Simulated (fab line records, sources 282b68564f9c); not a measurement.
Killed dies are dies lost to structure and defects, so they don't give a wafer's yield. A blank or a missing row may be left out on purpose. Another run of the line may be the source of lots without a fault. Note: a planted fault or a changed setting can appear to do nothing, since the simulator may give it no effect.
A struck lot beside a sound one -- flow rit_cmos -- 18 out of 202 route steps
Sound: the wafers L913.3, L913.4, L913.6. Struck: wafer L927.5 (left out: L927.2, L927.6 of the same lot, which were not struck); the cause appears at the end.
Order at every step that has rows: each side's tool, ch and its chambers, its first start. Under that, the readings that differ: sound wafers -- struck wafers -- difference of the means -- sigmas: that difference in standard deviations of wafers without a fault.
alike: readings with means less than 2 such deviations apart, plus words and numbers identical on both sides. not compared: withheld readings, readings lacking a value on some wafer, bounds such as >300 that could conceal the same value, and numbers that have no deviation in the record and whose values overlap.
Wherever a step has rows on one side only, a row that says differs or no value, or a row with sigmas, the two part there. Numbers that have no deviation but don't overlap get no sigmas and don't part them. A reading missing from all wafers of one side parts the sides only when that side holds two or more wafers.

RIT_M1_SPUTTER_00: material Al, target thk 400 nm, time 500 s.
  struck on pvd_sputter-04, day 6 02:49; sound on pvd_sputter-04, day 3 04:26
  alike: cathode_dc_power_W, throttle_valve_pct
RIT_M1_RS_MEAS_01: measurement is done with a four-point probe.
  struck on film_metro-01, day 6 03:08; sound on film_metro-03, day 3 04:46
  alike: M1_AL_RS
RIT_M1_THK_MEAS_02: measures by xrf.
  struck on film_metro-01, day 6 03:15; sound on film_metro-03, day 3 04:52
  alike: M1_AL_THK
then, 6 steps without rows for these wafers: RIT_M1_HMDS_03 (prime time 60 s); RIT_M1_COAT_04 (resist thk 1300 nm); RIT_M1_SOFTBAKE_05 (time 60 s); RIT_M1_EXPOSE_06 (exposes mask M12, target cd 2600 nm); RIT_M1_PEB_07; RIT_M1_DEVELOP_08 (develop time 68.88 s).
RIT_M1_CD_MEAS_09: target cd 2600 nm.
  struck on cd_sem-01, day 6 04:19; sound on cd_sem-02, day 3 05:57
  alike: cd_nm
RIT_M1_OVL_MEAS_10:
  struck on overlay-01, day 6 04:26; sound on overlay-02, day 3 06:02
  alike: M1_OVL
then, 1 step without rows for these wafers: RIT_M1_HARDBAKE_11 (time 120 s).
RIT_M1_METAL_ETCH_12: etches Al in Cl2/BCl3, stops on SiO2, time 165 s, target depth 600 nm.
  sound on rie_metal-04 ch 0,1, day 3 06:22; struck on rie_metal-01 ch 0, day 6 04:43
reading,sound,struck,difference,sigmas
oes_product_au (a.u.),0.764 0.774 0.785,0.985,+0.211,+15
run_length_s (s),192.8 194.0 194.0,127.1,-66.5,-92
model.NOVOLAK_of_M1_COAT_04.thk_nm (nm),804.7 806.5 810.7,949.8,+142.5,
model.M1.feature_depth_nm (nm),428.4 431.3 433.2,350,-81,
model.etch.depth_nm (nm),395.6 398.4 400.4,350,-48,
  alike: drypump_motor_current_A, he_backside_leak_sccm, throttle_valve_pct
  not compared: rf_hours_counter_h
then, 1 step without rows for these wafers: RIT_M1_STRIP_13 (strips in nmp, time 600 s).
RIT_M1_STRIP_14: strips in O2, time 180 s.
  sound on plasma_asher-02 ch 0,1, day 3 06:43; struck on plasma_asher-04 ch 1, day 6 05:03
  alike: drypump_motor_current_A
  not compared: rf_hours_counter_h
RIT_M1_CD_MEAS_90: target cd 2600 nm.
  struck on cd_sem-02, day 6 05:14; sound on cd_sem-02, day 3 06:52
reading,sound,struck,difference,sigmas
cd_nm (nm),2598.1 2599.8 2598.3,2608.1,+9.4,+4
then, 1 step without rows for these wafers: RIT_M1_ANNEAL_15 (time 1828 s).
RIT_M1_PROBE_99:
  struck on prober-02, day 6 07:10; sound on prober-02, day 3 08:40
reading,sound,struck,difference,sigmas
defect_limited_yield (%),99.2 96.6 96.6,0,-97,-81
killed_at_M0_to_M3,0 0 0,255,+255,+99 or more
killed_dies,2 9 9,264,+257,+83
killed_on_rim,2 3 2,70,+68,+48
model.etest.tester.sort_n_pass,262 255 255,0,-257,
model.etest.tester.sort_yield_pct (%),99.24 96.59 96.59,0,-97,
model.etest.tester.sort_bin_5_pct (%),0.3788 2.273 1.894,98.48,+96.96,
model.etest.antenna_contact.over_limit,0 0 0,1,+1,
model.etest.antenna_m1.over_limit,0 0 0,1,+1,
model.etest.field_p_metal.short,0 0 0,1,+1,
model.etest.ppoly_sal.short,0 0 0,1,+1,
model.etest.retro_edge_pmos.over_limit,0 0 0,1,+1,
  alike: killed_at_front_end, killed_open, killed_short

WHERE THEY PART
First at RIT_M1_METAL_ETCH_12; last, within this record, at RIT_M1_PROBE_99.

WHY: whatever the simulator had introduced
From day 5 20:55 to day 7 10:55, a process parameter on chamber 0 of rie_metal-01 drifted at RIT_M1_METAL_ETCH_12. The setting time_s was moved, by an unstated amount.
